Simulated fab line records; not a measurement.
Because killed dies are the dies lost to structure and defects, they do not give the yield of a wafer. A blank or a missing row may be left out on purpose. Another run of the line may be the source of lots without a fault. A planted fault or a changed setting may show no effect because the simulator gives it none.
Struck lot and sound lot, side by side :: flow berkeley cmos170 :: 15 out of 331 route steps
Sound: the wafers L567.1, L567.3, L567.4. Struck: wafer L575.3 (L575.1, L575.5, from the same lot, were not struck and are left out); the cause is given at the end.
At each step with rows: each side's tool, then ch and its chambers, then its first start. Under that, the readings that differ: sound wafers :: struck wafers :: difference of the means :: sigmas: that difference in standard deviations of wafers without a fault.
alike: readings with means less than 2 such deviations apart, plus words and numbers identical on both sides. not compared: withheld readings, readings lacking a value on some wafer, bounds such as >300 that could conceal the same value, and numbers that have no deviation in the record and whose values overlap.
The two part at a step that has a row with sigmas, a row that says differs or no value, or rows on one side only. Numbers that have no deviation but don't overlap get no sigmas and don't part them. Lack of a reading on every wafer of one side parts them only where that side has two or more wafers.

UCB170_V1_CMP_02: polishes SiO2.
  sound on cmp-01 ch 0,1,2, day 7 19:53; struck on cmp-01 ch 1, day 9 14:48
  alike: motor current A, retaining ring pressure frac
UCB170_V1_BOW_MEAS_03:
  struck on film metro-02, day 9 15:06; sound on film metro-02, day 7 20:11
  alike: V1_BOW
UCB170_V1_THK_MEAS_04:
  struck on film metro-02, day 9 15:13; sound on film metro-02, day 7 20:19
  alike: V1_POLISHED_THK
then, 7 steps without rows for these wafers: UCB170_V1_CLEAN_05 (cleans in DIW); UCB170_V1_HMDS_06 (prime time 60 s); UCB170_V1_COAT_07 (resist thk 900 nm); UCB170_V1_SOFTBAKE_08 (time 60 s); UCB170_V1_EXPOSE_09 (exposes mask VIA1, target cd 700 nm); UCB170_V1_PEB_10; UCB170_V1_DEVELOP_11 (develop time 46.49 s).
UCB170_V1_CD_MEAS_12: target cd 700 nm.
  struck on cd sem-02, day 9 17:32; sound on cd sem-01, day 7 21:23
  alike: cd nm
UCB170_V1_OVL_MEAS_13:
  struck on overlay-01, day 9 17:39; sound on overlay-01, day 7 21:30
reading: V1_OVL (nm)
sound: -1 -6 -3
struck: 7
difference: +10
sigmas: +2
UCB170_V1_ETCH_14: etches SiO2 in CHF3/CF4/Ar, stops on Al, target depth 1250 nm, time 291 s.
  sound on rie diel-01 ch 1,2,3, day 7 21:32; struck on rie diel-01 ch 3, day 9 17:41
reading: rf fwd power W (W)
sound: 696.0 693.9 701.8
struck: 417.4
difference: -279.8
sigmas: -99 or more

reading: model.KrF_of_V1_COAT_07.thk nm (nm)
sound: 607.8 610.7 611.7
struck: 673.9
difference: +63.8
sigmas: 

reading: model.V1.feature depth nm (nm)
sound: 999.2 999.2 999.4
struck: 969.6
difference: -29.7
sigmas: 

reading: model.etch.depth nm (nm)
sound: 999.1 999.2 999.1
struck: 969.6
difference: -29.5
sigmas: 
  alike: drypump motor current A, oes product au, throttle valve pct
  not compared: rf hours counter h
UCB170_V1_STRIP_15: strips in O2.
  sound on plasma asher-01 ch 0,1, day 7 21:43; struck on plasma asher-02 ch 1, day 9 17:52
reading: drypump motor current A (A)
sound: 6.25 6.01 6.25
struck: 5.63
difference: -0.54
sigmas: -2

reading: strip time to endpoint s (s)
sound: 15.27 15.32 15.34
struck: 16.77
difference: +1.46
sigmas: +15
  alike: oes product au
  not compared: rf hours counter h
UCB170_V1_CD_MEAS_90: target cd 700 nm.
  struck on cd sem-02, day 9 17:58; sound on cd sem-02, day 7 21:49
reading: cd nm (nm)
sound: 700.5 700.3 700.4
struck: 696.3
difference: -4.1
sigmas: -3

WHERE THEY PART
Earliest at UCB170_V1_OVL_MEAS_13; latest, in this record, at UCB170_V1_CD_MEAS_90.

WHY: whatever the simulator had introduced
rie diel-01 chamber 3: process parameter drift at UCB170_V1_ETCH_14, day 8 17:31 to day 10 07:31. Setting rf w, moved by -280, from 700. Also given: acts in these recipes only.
